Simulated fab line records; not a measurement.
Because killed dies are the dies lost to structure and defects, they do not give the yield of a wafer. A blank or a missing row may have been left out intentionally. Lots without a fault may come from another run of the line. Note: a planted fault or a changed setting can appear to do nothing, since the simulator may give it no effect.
2 desks, one fault -- flow berkeleyCmos170 -- each desk has only its own numbers; what lay behind them comes last

TOOL OWNER'S DESK, implanter-03
The tool's own readings at UCB170_NWELL_IMPLANT_14: means of the sampled wafers that have a number, for each lot that ran on this tool. If a lot's mean is further than 4 standard deviations from the usual mean, the lot is out of limits and carries the mark OUT (the distance appears in the brackets).
Columns: A = doseIonsCm2 at UCB170_NWELL_IMPLANT_14, usual 1.0001e+13; B = faradayCurrentUA at UCB170_NWELL_IMPLANT_14, usual 31.7
lot,first seen here,A,B
L404,day 3 14:10,1.0006e+13,31.7
L409,day 4 12:11,1.1604e+13 (+99 or more) OUT,36.8 (+7.7) OUT
L411,day 5 05:13,1.1604e+13 (+99 or more) OUT,36.9 (+7.8) OUT
L422,day 7 11:42,9.9957e+12,31.6
Finding of this desk: L409, L411 out of limits; the first was L409 at day 4 12:11, on doseIonsCm2 at UCB170_NWELL_IMPLANT_14. In limits: L404, L422.

AT THE METROLOGY DESK
Means of the sampled wafers that have a number, per lot and without regard to the tool the lot ran on: this is what the gauges read. If a lot's mean is further than 4 standard deviations from the usual mean, the lot is out of limits and carries the mark OUT (the distance appears in the brackets).
Columns: A = NWELL_TW at UCB170_NWELL_TW_MEAS_16, usual 1248; B = cdNm at UCB170_M2_CD_MEAS_90, usual 700 nm
lot,first seen here,A,B
L399,day 2 07:08,1263,702
L400,day 2 19:11,1242,704
L401,day 3 01:20,1241,700
L402,day 3 05:56,1236,700
L403,day 3 13:41,1244,698
L404,day 3 14:25,1241,701
L407,day 4 07:05,1239,702
L409,day 4 12:24,1303 (+4.6) OUT,701
L411,day 5 05:28,1325 (+6.4) OUT,697
L415,day 5 19:34,1243,701
L417,day 6 03:46,1243,702
L419,day 6 18:43,1261,700
L420,day 7 00:26,1267,701
L422,day 7 11:55,1233,703
This desk's finding: out of limits on L409, L411; first on L409, day 4 12:24 (NWELL_TW at UCB170_NWELL_TW_MEAS_16). In limits: L399, L400, L401, L402, L403, L404, L407, L415, L417, L419, L420, L422.

PUT TOGETHER
The tool owner's desk could have raised an alarm at day 4 12:11, on L409, L411.
The metrology desk could have raised an alarm at day 4 12:24, on L409, L411.
On implanter-03, each named lot ran UCB170_NWELL_IMPLANT_14.

WHAT THE SIMULATOR HAD INSERTED
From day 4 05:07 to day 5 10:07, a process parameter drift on implanter-03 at UCB170_NWELL_IMPLANT_14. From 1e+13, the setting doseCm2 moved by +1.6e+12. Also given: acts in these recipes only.
Shown lots that were struck: L409, L411.
Hours from the fault's start to each desk's first reading out of limits: the tool owner's desk, 7; the metrology desk, 7.
